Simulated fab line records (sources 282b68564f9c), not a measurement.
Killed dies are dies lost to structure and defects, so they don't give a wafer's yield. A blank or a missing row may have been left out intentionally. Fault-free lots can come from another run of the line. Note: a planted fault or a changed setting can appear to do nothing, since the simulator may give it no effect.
A lot that was struck, set against a sound lot ; flow rit cmos ; 15 steps out of a route of 202
Sound: wafers L392.1, L392.4, L392.5. Struck: wafers L397.1, L397.3, L397.4. The cause is given at the end.
Each step with rows lists, per side, the tool, then ch with its chambers, then its first start. Under that, the readings that differ: sound wafers ; struck wafers ; difference of the means ; sigmas: that difference in standard deviations of wafers without a fault.
alike: a reading whose means differ by less than 2 such deviations, as well as words and numbers matching on both sides. not compared: withheld readings; readings where some wafer has no value; bounds like >300 that might hide an equal value; numbers whose values overlap and for which the record gives no deviation.
Wherever a step has rows on one side only, a row that says differs or no value, or a row with sigmas, the two part there. Numbers that don't overlap but have no deviation are shown without sigmas and don't part them. A reading missing from all wafers of one side parts the sides only when that side holds two or more wafers.

RIT_ACTIVE_THK_MEAS_02:
  struck on film metro-02, day 2 19:49; sound on film metro-01, day 1 17:27
  alike: ACTIVE_OXIDE_THK
then, 1 step without rows for these wafers: RIT_ACTIVE_CVD_03 (deposits Si3N4 from SiH2Cl2/NH3, target thk 150 nm, time 1500 s).
RIT_ACTIVE_THK_MEAS_04:
  struck on film metro-01, day 2 21:52; sound on film metro-03, day 1 18:56
reading;sound;struck;difference;sigmas
ACTIVE_NITRIDE_THK (nm);153.3 153.0 153.5;149.6 149.0 150.3;-3.6;-2
then, 6 steps without rows for these wafers: RIT_ACTIVE_HMDS_05 (prime time 60 s); RIT_ACTIVE_COAT_06 (resist thk 1000 nm); RIT_ACTIVE_SOFTBAKE_07 (time 60 s); RIT_ACTIVE_EXPOSE_08 (exposes mask M1, target cd 1400 nm); RIT_ACTIVE_PEB_09; RIT_ACTIVE_DEVELOP_10 (develop time 50 s).
RIT_ACTIVE_CD_MEAS_11: the cd target is 1400 nm.
  struck on cd sem-01, day 2 22:46; sound on cd sem-02, day 1 20:06
  alike: cd nm
then, 1 step without rows for these wafers: RIT_ACTIVE_HARDBAKE_12 (time 60 s).
RIT_ACTIVE_ETCH_13: etches Si3N4 in SF6, stops on SiO2, time 210 s, target depth 210 nm.
  sound on rie diel-02 ch 0,2,3, day 1 20:22; struck on rie diel-02 ch 1,2,3, day 2 23:08
reading;sound;struck;difference;sigmas
oes product au (a.u.);0.853 0.841 0.867;0.817 0.831 0.829;-0.028;-2
  alike: drypump motor current A, rf fwd power W, throttle valve pct
  not compared: rf hours counter h
RIT_ACTIVE_STRIP_14: strips in O2, time 180 s.
  sound on plasma asher-02 ch 0,1, day 1 20:30; struck on plasma asher-01 ch 0,1, day 2 23:16
  no value came back on the struck wafers for chamber pressure mTorr (mTorr), drypump motor current A (A), o2 flow sccm (sccm); on the sound wafers chamber pressure mTorr (mTorr) reads 4000 3992 3999
reading;sound;struck;difference;sigmas
model.NOVOLAK_of_ACTIVE_COAT_06.thk nm (nm);0 0 0;658.7 651.7 658.3;+656.2;
  not compared: rf hours counter h
RIT_ACTIVE_CD_MEAS_90: the cd target is 1400 nm.
  struck on cd sem-01, day 2 23:27; sound on cd sem-02, day 1 20:41
  alike: cd nm
-- the record jumps here: 2 days lie between the struck wafers' starts before and after (it left off in module ACTIVE and takes up again in module M1, whose first step shown is number 202 of the route) --
RIT_M1_PROBE_99:
  struck on prober-01, day 5 05:24; sound on prober-02, day 3 23:41
reading;sound;struck;difference;sigmas
killed at front end;4 7 6;263 264 264;+258;+89
killed dies;4 7 6;264 264 264;+258;+89
killed on rim;1 6 2;70 70 70;+67;+48
  alike: killed at contacts, killed open, killed short

WHERE THEY PART
Last at RIT_M1_PROBE_99 as far as this record goes, first at RIT_ACTIVE_THK_MEAS_04.

WHY: what had been put in by the simulator
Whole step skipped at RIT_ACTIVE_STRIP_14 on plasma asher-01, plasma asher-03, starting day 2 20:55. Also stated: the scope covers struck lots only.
